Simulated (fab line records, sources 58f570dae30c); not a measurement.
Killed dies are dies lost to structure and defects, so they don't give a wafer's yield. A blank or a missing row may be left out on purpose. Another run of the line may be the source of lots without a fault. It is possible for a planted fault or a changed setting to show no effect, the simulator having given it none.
Chamber matching ; flow berkeley-cmos170 ; UCB170_V1_CMP_02 on cmp-01 has 4 sister chambers
The step polishes SiO2. 16 wafers are shown with their chamber, then 8 later ones without.

WAFERS, EACH WITH ITS CHAMBER
wafer;chamber;motor-current-A (A)
L160.1;3;13.6
L160.2;2;17.8
L160.6;2;17.7
L162.2;2;16.9
L162.3;3;13.1
L162.4;0;14.4
L167.2;0;14.8
L167.4;3;13.9
L167.6;2;17.5
L169.2;1;16.5
L169.4;2;17.7
L169.5;3;14.1
L172.1;3;13.9
L172.4;2;18.3
L172.5;3;13.6
L181.1;2;17.6

SIGNATURES, as means of the wafers listed above
reading;chamber 0;chamber 1;chamber 2;chamber 3;scatter within a chamber
motor-current-A;14.600;16.500;17.643;13.700;0.38
Rule: for a wafer and a chamber, the distance is found by dividing, reading by reading, the gap between the wafer's reading and the chamber's mean by the reading's scatter, squaring, summing and taking the root. If the next closest chamber is less than 2 further off than the closest, the wafer can't be placed; otherwise it belongs to the closest. The scatter: the root of (the sum of the squares of (reading less its chamber's mean) over the shown wafers, divided by (wafers less chambers)).

WAFERS WITH NO CHAMBER GIVEN
wafer;motor-current-A (A)
L181.4;15.2
L181.6;16.2
L180.2;17.9
L180.4;15.9
L180.5;13.7
L182.2;16.4
L182.4;12.8
L182.5;18.4

THE CHAMBER EACH PASSED THROUGH
wafer;from the rows above;in truth
L181.4;can't be placed: 0 or 1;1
L181.6;1;1
L180.2;2;2
L180.4;can't be placed: 1 or 0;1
L180.5;3;3
L182.2;1;1
L182.4;3;3
L182.5;2;2
6 of 8 placed correctly. Not placeable from these rows: 2 (in 2, the candidates include the true chamber). Wrongly placed: 0.
